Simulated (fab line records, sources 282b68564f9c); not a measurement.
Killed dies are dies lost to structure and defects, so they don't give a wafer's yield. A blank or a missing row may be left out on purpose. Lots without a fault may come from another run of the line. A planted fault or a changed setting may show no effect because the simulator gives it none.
Which tool did it? | flow rit_cmos | 12 lots, 34 wafers sampled, at 2 steps of a route of 202

WHAT THE GAUGES READ, wafer by wafer
RIT_NLDD_OVL_MEAS_06. Usual: NLDD_OVL 0.5 nm, standard deviation 1.5.
lot  | measured    | on         | NLDD_OVL (nm)  | flag
L505 | day 3 03:58 | overlay-02 | -1.3 0.2 -1.8  |
L506 | day 3 07:16 | overlay-01 | -0.3 -2.6 0.3  |
L507 | day 3 14:32 | overlay-01 | -1.3 -0.9 -0.2 |
L509 | day 3 18:58 | overlay-01 | -0.4 0.6 1.1   |
L508 | day 3 19:12 | overlay-02 | -0.4 0.7 0.8   |
L513 | day 4 17:10 | overlay-02 | 2.8            |
L515 | day 5 03:08 | overlay-02 | 0.0 -0.3 0.0   |
L518 | day 5 19:31 | overlay-02 | 0.6 -0.2 1.3   |
L519 | day 6 01:59 | overlay-01 | -3.2 -1.9 -3.4 |
L522 | day 6 15:38 | overlay-02 | 0.7 0.9 1.0    |
L525 | day 7 03:45 | overlay-02 | 4.0 4.0 2.7    |
L528 | day 7 18:08 | overlay-02 | 0.8 -0.3 -0.6  |

RIT_NSD_TW_MEAS_10. Usual: NSD_TW 3140, standard deviation 18.
lot  | measured    | on            | NSD_TW         | flag
L505 | day 3 10:55 | film_metro-03 | 3165 3138 3172 |
L506 | day 3 14:02 | film_metro-03 | 3154 3165 3147 |
L507 | day 3 21:00 | film_metro-04 | 3143 3133 3122 |
L509 | day 4 01:05 | film_metro-03 | 3167 3169 3156 |
L508 | day 4 01:22 | film_metro-04 | 3155 3136 3154 |
L513 | day 4 23:32 | film_metro-02 | 3135           |
L515 | day 5 09:03 | film_metro-02 | 3114 3123 3132 |
L518 | day 6 01:34 | film_metro-04 | 3141 3140 3133 |
L519 | day 6 09:05 | film_metro-03 | 3158 3135 3118 |
L522 | day 6 21:41 | film_metro-02 | 3128 3109 3124 |
L525 | day 7 09:44 | film_metro-03 | 3143 3152 3164 |
L528 | day 8 00:14 | film_metro-03 | 3161 3143 3163 |

WHICH TOOL RAN EACH LOT (tool, then ch and the chambers of the sampled wafers, then the start)
The record holds no process step before these readings.

WHAT THE TOOLS THEMSELVES READ (means of the sampled wafers that have a number; where no wafer has one, the mark that the record gives instead)
The record holds no such reading with a usual standard deviation.

THE ANSWER, worked out from the rows above alone
Rule: a lot is off if the mean of its wafers that have a number lies more than 3 standard deviations from the usual mean. A lot without any number at a reading at which 4 lots or more have one is off too. The other lots that the step has rows for count as sound. The gauges are gone through in route order, then the tools' own readings, and for those a lot's mean is taken as printed above. The first step at which some lot is off is used, and at that step the reading that is off furthest; a lot without a number counts as furthest.
No lot is off at any reading shown: from this, nothing can be told.

WHAT THE SIMULATOR HAD PUT IN
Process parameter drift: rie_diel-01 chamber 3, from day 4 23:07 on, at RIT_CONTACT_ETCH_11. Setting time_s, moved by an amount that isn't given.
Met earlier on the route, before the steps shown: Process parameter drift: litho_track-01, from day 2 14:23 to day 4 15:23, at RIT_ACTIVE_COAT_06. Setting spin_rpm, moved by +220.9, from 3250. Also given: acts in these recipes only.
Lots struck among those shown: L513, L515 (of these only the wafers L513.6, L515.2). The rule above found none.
